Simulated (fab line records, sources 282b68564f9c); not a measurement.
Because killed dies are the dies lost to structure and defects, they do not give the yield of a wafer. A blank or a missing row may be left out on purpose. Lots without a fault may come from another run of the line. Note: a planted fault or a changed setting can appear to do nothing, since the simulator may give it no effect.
One fault through the eyes of 2 desks :: flow rit-cmos :: every desk sees just its own numbers, and what lay behind them comes last

== TOOL OWNER'S DESK, implanter-02 ==
The tool's own readings at RIT_NLDD_IMPLANT_08, given as means over the sampled wafers that have a number, one for each lot that went through this tool. The brackets show how far a lot's mean lies from the usual mean; more than 4 standard deviations puts the lot out of limits, marked OUT.
Columns: A = dose-ions-cm2 at RIT_NLDD_IMPLANT_08, usual 5.001e+14; B = end-station-pressure-torr at RIT_NLDD_IMPLANT_08, usual 6.23e-06 Torr; C = faraday-current-uA at RIT_NLDD_IMPLANT_08, usual 1575
lot: L779
first seen here: day 4 00:29
A: 4.999e+14
B: 6.09e-06
C: 1571

lot: L781
first seen here: day 4 10:02
A: 7.095e+14 (+99 or more) OUT
B: 6.60e-06
C: 2257 (+21) OUT

lot: L782
first seen here: day 4 13:58
A: 7.101e+14 (+99 or more) OUT
B: 7.18e-06
C: 2216 (+19) OUT

lot: L784
first seen here: day 5 01:11
A: 7.107e+14 (+99 or more) OUT
B: 6.94e-06
C: 2247 (+20) OUT
This desk's finding: out of limits on L781, L782, L784; first on L781, day 4 10:02 (dose-ions-cm2 at RIT_NLDD_IMPLANT_08). L779: within limits.

== METROLOGY DESK ==
What the gauges read for every lot (on any tool): the sampled wafers with a number, averaged. The brackets show how far a lot's mean lies from the usual mean; more than 4 standard deviations puts the lot out of limits, marked OUT.
Columns: A = NLDD_TW at RIT_NLDD_TW_MEAS_10, usual 2488; B = NLDD_RS at RIT_SDANNEAL_RS_MEAS_07, usual 151.4 ohm/sq
lot: L773
first seen here: day 3 03:02
A: 2499
B: 151.3

lot: L774
first seen here: day 3 04:11
A: 2506
B: 150.8

lot: L779
first seen here: day 4 00:47
A: 2498
B: 151.2

lot: L781
first seen here: day 4 10:20
A: 2698 (+10) OUT
B: 113.6 (-68) OUT

lot: L782
first seen here: day 4 14:17
A: 2693 (+9.8) OUT
B: 114.2 (-66) OUT

lot: L784
first seen here: day 5 01:29
A: 2749 (+12) OUT
B: 114.4 (-66) OUT

lot: L785
first seen here: day 5 05:51
A: 2454
B: 151.8

lot: L786
first seen here: day 5 10:16
A: 2502
B: 151.5

lot: L787
first seen here: day 5 15:05
A: 2490
B: 151.7

lot: L791
first seen here: day 6 12:03
A: 2491
B: 151.1

lot: L793
first seen here: day 6 21:13
A: 2481
B: 151.9

lot: L794
first seen here: day 7 03:37
A: 2464
B: 150.8

lot: L796
first seen here: day 7 13:10
A: 2461
B: 151.7
This desk's result: L781, L782, L784 out of limits, first on L781 (NLDD_TW at RIT_NLDD_TW_MEAS_10), day 4 10:20. L773, L774, L779, L785, L786, L787, L791, L793, L794, L796: within limits.

== BROUGHT TOGETHER ==
At day 4 10:02, on L781, L782, L784, the tool owner's desk was in a position to raise an alarm.
On L781, L782, L784, the metrology desk was in a position to raise an alarm at day 4 10:20.
Every lot named ran RIT_NLDD_IMPLANT_08 on implanter-02.

== WHAT WAS PUT IN BY THE SIMULATOR ==
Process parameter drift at RIT_NLDD_IMPLANT_08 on implanter-02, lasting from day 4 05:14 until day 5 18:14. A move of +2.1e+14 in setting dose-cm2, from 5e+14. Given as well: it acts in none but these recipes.
Lots struck among those shown: L781, L782, L784.
Delay (hours) between the fault's onset and each desk's first out-of-limits reading: 5 at the tool owner's desk, 5 at the metrology desk.
